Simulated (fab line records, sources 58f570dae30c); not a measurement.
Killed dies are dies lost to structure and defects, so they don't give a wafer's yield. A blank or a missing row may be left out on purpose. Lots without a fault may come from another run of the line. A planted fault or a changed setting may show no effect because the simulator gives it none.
Chamber matching | flow berkeley_cmos170 | UCB170_ZERO_ETCH_06 on rie_diel-03: 4 sister chambers
The step etches SiO2 in CHF3/CF4/Ar, time 12 s. 8 wafers are shown with their chamber, then 9 later ones without.

WAFERS WITH THEIR CHAMBER
wafer  | chamber | throttle_valve_pct (%) | oes_product_au (a.u.)
L074.5 | 3       | 9.43                   | 0.637
L080.1 | 2       | 9.24                   | 0.609
L085.3 | 0       | 9.46                   | 0.625
L085.5 | 2       | 9.24                   | 0.621
L085.6 | 1       | 9.06                   | 0.611
L090.1 | 3       | 9.43                   | 0.631
L090.5 | 1       | 9.07                   | 0.612
L090.6 | 0       | 9.47                   | 0.621

WAFERS WITHOUT THEIR CHAMBER
wafer  | throttle_valve_pct (%) | oes_product_au (a.u.)
L091.3 | 9.23                   | 0.618
L091.4 | 9.09                   | 0.612
L091.5 | 9.46                   | 0.622
L094.1 | 9.08                   | 0.620
L094.4 | 9.24                   | 0.626
L094.6 | 9.24                   | 0.620
L097.1 | 9.45                   | 0.636
L097.2 | 9.48                   | 0.621
L097.6 | 9.23                   | 0.611

WHICH CHAMBER EACH WENT THROUGH
wafer  | from the rows above     | in truth
L091.3 | 2                       | 2
L091.4 | 1                       | 1
L091.5 | 0                       | 0
L094.1 | 1                       | 1
L094.4 | 2                       | 2
L094.6 | 2                       | 2
L097.1 | can't be placed: 0 or 3 | 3
L097.2 | 0                       | 0
L097.6 | 2                       | 2
Placed correctly: 8 of 9. Can't be placed from these rows: 1 (the true chamber is among the candidates in 1). Placed wrongly: 0.
How it was worked out, from the rows above alone: a wafer's distance from a chamber is the root of the sum, over the readings, of the square of ((its reading less the chamber's mean) divided by the reading's scatter). The wafer belongs to the nearest chamber; if the next one is less than 2 further off, it can't be placed. A chamber's mean is the mean of its shown wafers. The scatter: the root of (the sum of the squares of (reading less its chamber's mean) over the shown wafers, divided by (wafers less chambers)).
